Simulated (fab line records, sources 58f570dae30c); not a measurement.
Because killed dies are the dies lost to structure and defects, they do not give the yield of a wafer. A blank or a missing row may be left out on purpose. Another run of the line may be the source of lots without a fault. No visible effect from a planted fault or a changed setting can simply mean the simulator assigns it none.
fab line records / flow berkeleyCmos170
record lots=15 wafers=45 lastDay=11
route steps=331 shown SILICIDE@214
lots that met no fault: taken from a fault-free run of the same line
startH: the number of hours between the record's first day and the start of the first shown wafer of the lot / waitH: hours elapsed since this lot's preceding step / " the same as in the row above / L1.1+2: one row covering several wafers at once / - value missing, or start not given / * or withheld: withheld / < > ~ a bound
route shown NAME@n: names a module that has steps shown in the file, with the first one's number in the route / usual: mean and standard deviation over wafers with no fault / same: alike in all rows / chamber/n: place in a boat / sites: each site's reading / _std_site: the values' standard deviation / _edge_site: inner sites' mean taken away from outer sites' mean / radiusMm: how far each site lies from the wafer's centre / mask NAME#n: copy n / behind: tool/chamber where the wafer was last shaped / hold: why the lot was held/for how many hours/how that ended / device: names the non-switching transistor (n, p or np) / end of line: the route-end tests of the same wafers / a step given without rows: its recipe and nothing more / killed: dies lost to structure and defects at the first sort, not the wafer's yield / map: a wafer's dies, marking killed ones x, the rest . and places with no die _
set.NAME: the setting as run; set.NAME@STEP: as run at that earlier step / model.NAME: the simulator's own value behind a step, which no gauge read
the route's steps for a sample of lots (tables are steps, rows are wafers)
services: the hour from which a tool's chamber was out of use, counted from the record's first day as startH (under 0 if before that day), plus the number of hours and why
## steps
# step UCB170_SILICIDE_RTA_04
# recipe tempC=650 timeS=15 ambient=N2
# usual annealTempCMax=652.7/0.55 chamberO2Ppm=1.994/0.02 lampPowerPct=10.0/0.44 wafer_temp_C_max=652.9/0.91
lot.wafer=L731.1 tool=rtpAnneal-01 chamber=0 startH=137.45 waitH=0.1 annealTempCMax=652.1 chamberO2Ppm=1.997 lampPowerPct=10.4 wafer_temp_C_max=653.5
lot.wafer=L731.2 tool=rtpAnneal-01 chamber=0 startH=137.45 waitH=0.1 annealTempCMax=652.4 chamberO2Ppm=1.994 lampPowerPct=10.4 wafer_temp_C_max=653.1
lot.wafer=L731.5 tool=rtpAnneal-01 chamber=0 startH=137.45 waitH=0.1 annealTempCMax=653.0 chamberO2Ppm=1.985 lampPowerPct=10.4 wafer_temp_C_max=652.3
lot.wafer=L733.1 tool=rtpAnneal-01 chamber=0 startH=140.38 waitH=0.1 annealTempCMax=652.7 chamberO2Ppm=1.977 lampPowerPct=10.4 wafer_temp_C_max=653.4
lot.wafer=L733.4 tool=rtpAnneal-01 chamber=0 startH=140.38 waitH=0.1 annealTempCMax=652.6 chamberO2Ppm=2.000 lampPowerPct=10.4 wafer_temp_C_max=654.2
lot.wafer=L733.6 tool=rtpAnneal-01 chamber=0 startH=140.38 waitH=0.1 annealTempCMax=652.6 chamberO2Ppm=1.999 lampPowerPct=10.4 wafer_temp_C_max=653.2
lot.wafer=L734.1 tool=rtpAnneal-01 chamber=- startH=146.11 waitH=0.1 annealTempCMax=- chamberO2Ppm=- lampPowerPct=- wafer_temp_C_max=-
lot.wafer=L734.5 tool=rtpAnneal-01 chamber=- startH=146.11 waitH=0.1 annealTempCMax=- chamberO2Ppm=- lampPowerPct=- wafer_temp_C_max=-
lot.wafer=L734.6 tool=rtpAnneal-01 chamber=- startH=146.11 waitH=0.1 annealTempCMax=- chamberO2Ppm=- lampPowerPct=- wafer_temp_C_max=-
lot.wafer=L735.2 tool=rtpAnneal-01 chamber=- startH=153.74 waitH=0.1 annealTempCMax=- chamberO2Ppm=- lampPowerPct=- wafer_temp_C_max=-
lot.wafer=L735.3 tool=rtpAnneal-01 chamber=- startH=153.74 waitH=0.1 annealTempCMax=- chamberO2Ppm=- lampPowerPct=- wafer_temp_C_max=-
lot.wafer=L735.4 tool=rtpAnneal-01 chamber=- startH=153.74 waitH=0.1 annealTempCMax=- chamberO2Ppm=- lampPowerPct=- wafer_temp_C_max=-
lot.wafer=L736.2 tool=rtpAnneal-02 chamber=- startH=153.84 waitH=0.1 annealTempCMax=- chamberO2Ppm=- lampPowerPct=- wafer_temp_C_max=-
lot.wafer=L736.4 tool=rtpAnneal-02 chamber=- startH=153.84 waitH=0.1 annealTempCMax=- chamberO2Ppm=- lampPowerPct=- wafer_temp_C_max=-
lot.wafer=L736.5 tool=rtpAnneal-02 chamber=- startH=153.84 waitH=0.1 annealTempCMax=- chamberO2Ppm=- lampPowerPct=- wafer_temp_C_max=-
lot.wafer=L742.4 tool=rtpAnneal-01 chamber=0 startH=185.29 waitH=0.1 annealTempCMax=652.1 chamberO2Ppm=1.997 lampPowerPct=10.4 wafer_temp_C_max=653.3
lot.wafer=L742.5 tool=rtpAnneal-01 chamber=0 startH=185.29 waitH=0.1 annealTempCMax=652.5 chamberO2Ppm=1.990 lampPowerPct=10.4 wafer_temp_C_max=653.6
lot.wafer=L742.6 tool=rtpAnneal-01 chamber=0 startH=185.29 waitH=0.1 annealTempCMax=652.3 chamberO2Ppm=1.986 lampPowerPct=10.4 wafer_temp_C_max=654.1
lot.wafer=L744.1 tool=rtpAnneal-02 chamber=0 startH=197.50 waitH=0.1 annealTempCMax=652.8 chamberO2Ppm=2.000 lampPowerPct=9.5 wafer_temp_C_max=652.1
lot.wafer=L744.4 tool=rtpAnneal-02 chamber=0 startH=197.50 waitH=0.1 annealTempCMax=652.0 chamberO2Ppm=2.012 lampPowerPct=9.5 wafer_temp_C_max=652.6
lot.wafer=L744.6 tool=rtpAnneal-02 chamber=0 startH=197.50 waitH=0.1 annealTempCMax=652.6 chamberO2Ppm=2.010 lampPowerPct=9.5 wafer_temp_C_max=652.4
lot.wafer=L745.1 tool=rtpAnneal-01 chamber=0 startH=207.86 waitH=0.1 annealTempCMax=652.1 chamberO2Ppm=1.988 lampPowerPct=10.4 wafer_temp_C_max=652.0
lot.wafer=L745.3 tool=rtpAnneal-01 chamber=0 startH=207.86 waitH=0.1 annealTempCMax=652.4 chamberO2Ppm=1.975 lampPowerPct=10.4 wafer_temp_C_max=653.6
lot.wafer=L745.6 tool=rtpAnneal-01 chamber=0 startH=207.86 waitH=0.1 annealTempCMax=652.7 chamberO2Ppm=1.979 lampPowerPct=10.4 wafer_temp_C_max=652.7
lot.wafer=L747.3 tool=rtpAnneal-02 chamber=0 startH=221.44 waitH=0.1 annealTempCMax=653.3 chamberO2Ppm=1.986 lampPowerPct=9.5 wafer_temp_C_max=652.4
lot.wafer=L747.4 tool=rtpAnneal-02 chamber=0 startH=221.44 waitH=0.1 annealTempCMax=652.4 chamberO2Ppm=2.016 lampPowerPct=9.5 wafer_temp_C_max=652.4
lot.wafer=L747.6 tool=rtpAnneal-02 chamber=0 startH=221.44 waitH=0.1 annealTempCMax=653.0 chamberO2Ppm=1.993 lampPowerPct=9.5 wafer_temp_C_max=652.1
lot.wafer=L748.2 tool=rtpAnneal-01 chamber=0 startH=221.76 waitH=0.1 annealTempCMax=653.0 chamberO2Ppm=1.987 lampPowerPct=10.4 wafer_temp_C_max=652.7
lot.wafer=L748.5 tool=rtpAnneal-01 chamber=0 startH=221.76 waitH=0.1 annealTempCMax=652.4 chamberO2Ppm=2.014 lampPowerPct=10.4 wafer_temp_C_max=654.5
lot.wafer=L748.6 tool=rtpAnneal-01 chamber=0 startH=221.76 waitH=0.1 annealTempCMax=652.3 chamberO2Ppm=1.945 lampPowerPct=10.4 wafer_temp_C_max=653.9
lot.wafer=L746.1 tool=rtpAnneal-02 chamber=0 startH=221.94 waitH=0.1 annealTempCMax=653.3 chamberO2Ppm=1.996 lampPowerPct=9.5 wafer_temp_C_max=652.2
lot.wafer=L746.3 tool=rtpAnneal-02 chamber=0 startH=221.94 waitH=0.1 annealTempCMax=653.6 chamberO2Ppm=1.985 lampPowerPct=9.5 wafer_temp_C_max=652.5
lot.wafer=L746.5 tool=rtpAnneal-02 chamber=0 startH=221.94 waitH=0.1 annealTempCMax=653.2 chamberO2Ppm=1.988 lampPowerPct=9.5 wafer_temp_C_max=651.0
lot.wafer=L749.3 tool=rtpAnneal-01 chamber=0 startH=235.25 waitH=0.1 annealTempCMax=652.3 chamberO2Ppm=1.987 lampPowerPct=10.4 wafer_temp_C_max=655.0
lot.wafer=L749.4 tool=rtpAnneal-01 chamber=0 startH=235.25 waitH=0.1 annealTempCMax=652.5 chamberO2Ppm=1.997 lampPowerPct=10.4 wafer_temp_C_max=654.3
lot.wafer=L749.6 tool=rtpAnneal-01 chamber=0 startH=235.25 waitH=0.1 annealTempCMax=652.9 chamberO2Ppm=1.984 lampPowerPct=10.4 wafer_temp_C_max=653.5
lot.wafer=L750.2 tool=rtpAnneal-02 chamber=0 startH=235.40 waitH=0.1 annealTempCMax=652.6 chamberO2Ppm=1.961 lampPowerPct=9.5 wafer_temp_C_max=653.7
lot.wafer=L750.3 tool=rtpAnneal-02 chamber=0 startH=235.40 waitH=0.1 annealTempCMax=652.0 chamberO2Ppm=2.015 lampPowerPct=9.5 wafer_temp_C_max=652.3
lot.wafer=L750.5 tool=rtpAnneal-02 chamber=0 startH=235.40 waitH=0.1 annealTempCMax=652.6 chamberO2Ppm=2.009 lampPowerPct=9.5 wafer_temp_C_max=652.8
lot.wafer=L751.1 tool=rtpAnneal-02 chamber=0 startH=240.50 waitH=0.1 annealTempCMax=653.0 chamberO2Ppm=1.982 lampPowerPct=9.5 wafer_temp_C_max=652.4
lot.wafer=L751.2 tool=rtpAnneal-02 chamber=0 startH=240.50 waitH=0.1 annealTempCMax=653.6 chamberO2Ppm=1.983 lampPowerPct=9.5 wafer_temp_C_max=652.2
lot.wafer=L751.4 tool=rtpAnneal-02 chamber=0 startH=240.50 waitH=0.1 annealTempCMax=653.1 chamberO2Ppm=1.996 lampPowerPct=9.5 wafer_temp_C_max=651.5
lot.wafer=L752.1 tool=rtpAnneal-01 chamber=0 startH=252.04 waitH=0.1 annealTempCMax=651.7 chamberO2Ppm=2.006 lampPowerPct=10.4 wafer_temp_C_max=652.8
lot.wafer=L752.3 tool=rtpAnneal-01 chamber=0 startH=252.04 waitH=0.1 annealTempCMax=652.4 chamberO2Ppm=2.017 lampPowerPct=10.4 wafer_temp_C_max=652.9
lot.wafer=L752.6 tool=rtpAnneal-01 chamber=0 startH=252.04 waitH=0.1 annealTempCMax=652.4 chamberO2Ppm=1.995 lampPowerPct=10.4 wafer_temp_C_max=652.4
## services
tool=rtpAnneal-01 chamber=- startH=115.37 hours=15.0 kind=pm
## key
firstSign step=UCB170_SILICIDE_RTA_04 reading=toolRecord direction=missing
effect none on later readings
metAt UCB170_SILICIDE_RTA_04
struckLots L734,L735,L736
laterRowsLeftOut L734.1,L734.5,L734.6,L735.2,L735.3,L735.4,L736.2,L736.4,L736.5
sortLeftOut L734.1,L734.5,L734.6,L735.2,L735.3,L735.4,L736.2,L736.4,L736.5
testerLeftOut L734,L735,L736
onsetBetween 140.38 146.11
fault kind=skippedStepWhole tool=rtpAnneal-01,rtpAnneal-02 chamber=- onsetH=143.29 steps=UCB170_SILICIDE_RTA_04 scope=struckLotsOnly
# testerLeftOut: of these lots the tester's yield and bins aren't shown, on N5 and GAA mostly nor the transistor test; their killed dies are dies lost to structure and defects alone, not to doping, threshold or leakage, so they don't give the yield
# sortLeftOut: the simulated sort isn't trusted on such a fault, so these wafers' sort isn't shown, and their yield isn't known
# laterRowsLeftOut: the simulator's readings of these wafers behind a module that went badly wrong aren't trusted and aren't shown, but for the sort
